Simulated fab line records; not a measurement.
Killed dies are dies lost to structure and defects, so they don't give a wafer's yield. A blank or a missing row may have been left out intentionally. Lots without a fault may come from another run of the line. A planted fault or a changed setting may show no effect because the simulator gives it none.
A lot that was struck, set against a sound lot || flow rit cmos || 17 out of 202 route steps
Sound: wafers L852.2, L852.3, L852.6. Wafers struck: L860.1, L860.3, L860.6. The cause is given at the end.
Order at every step that has rows: each side's tool, ch and its chambers, its first start. Under that, the readings that differ: sound wafers || struck wafers || difference of the means || sigmas: that difference in standard deviations of wafers without a fault.
alike: readings whose means differ by less than 2 such deviations, and words and numbers that are the same on both sides. not compared: withheld readings, readings that some wafer has no value for, bounds like >300 that may hide the same value, and numbers for which the record gives no deviation and whose values overlap.
The two part at a step that has a row with sigmas, a row that says differs or no value, or rows on one side only. Non-overlapping numbers with no deviation appear without sigmas and do not part them. Lack of a reading on every wafer of one side parts them only where that side has two or more wafers.

first, 4 steps without rows for these wafers: RIT_NWELL_SOFTBAKE_02 (time 60 s); RIT_NWELL_EXPOSE_03 (exposes mask M2, target cd 43900 nm); RIT_NWELL_PEB_04; RIT_NWELL_DEVELOP_05 (develop time 68 s).
RIT_NWELL_OVL_MEAS_06:
  struck on overlay-01, day 3 13:58; sound on overlay-01, day 1 22:34
  alike: NWELL_OVL
then, 2 steps without rows for these wafers: RIT_NWELL_HARDBAKE_07 (time 120 s); RIT_NWELL_IMPLANT_08.
RIT_NWELL_STRIP_09: strips in O2, time 180 s.
  sound on plasma asher-02 ch 1, day 1 23:00; struck on plasma asher-04 ch 0,1, day 3 14:25
  alike: drypump motor current A
  not compared: rf hours counter h
RIT_NWELL_TW_MEAS_10:
  struck on film metro-04, day 3 14:35; sound on film metro-03, day 1 23:11
{"reading": "NWELL_TW", "sound": "2182 2180 2182", "struck": "2098 2100 2103", "difference": -81, "sigmas": -3}
then, 3 steps without rows for these wafers: RIT_PWELL_HMDS_00 (prime time 60 s); RIT_PWELL_COAT_01 (resist thk 1300 nm); RIT_PWELL_SOFTBAKE_02 (time 60 s).
RIT_PWELL_EXPOSE_03: exposes mask M3, target cd 43700 nm.
  sound on iline stepper-01 ch 0, day 1 23:42; struck on iline stepper-01 ch 0, day 3 15:05
{"reading": "exposure dose mJ cm2", "sound": "250.16 249.99 250.35", "struck": "249.55 249.62 249.68", "difference": -0.55, "sigmas": -2}
{"reading": "model.PWELL.overlay x nm (nm)", "sound": "2.379 2.379 2.379", "struck": "238.3 238.3 238.3", "difference": "+235.9", "sigmas": ""}
  alike: mask
then, 2 steps without rows for these wafers: RIT_PWELL_PEB_04; RIT_PWELL_DEVELOP_05 (develop time 68 s).
RIT_PWELL_OVL_MEAS_06:
  struck on overlay-02, day 3 15:44; sound on overlay-02, day 2 00:07
{"reading": "PWELL_OVL (nm)", "sound": "1.1 1.0 1.4", "struck": "241.0 239.9 240.5", "difference": "+239.3", "sigmas": "+99 or more"}
  not compared: hold
RIT_M1_PROBE_99:
  the record has rows for the sound wafers here (prober-01, day 3 14:02) and none for the struck ones

== WHERE THEY PART ==
Earliest at RIT_NWELL_TW_MEAS_10; latest, in this record, at RIT_M1_PROBE_99.

WHY: what the simulator had put in
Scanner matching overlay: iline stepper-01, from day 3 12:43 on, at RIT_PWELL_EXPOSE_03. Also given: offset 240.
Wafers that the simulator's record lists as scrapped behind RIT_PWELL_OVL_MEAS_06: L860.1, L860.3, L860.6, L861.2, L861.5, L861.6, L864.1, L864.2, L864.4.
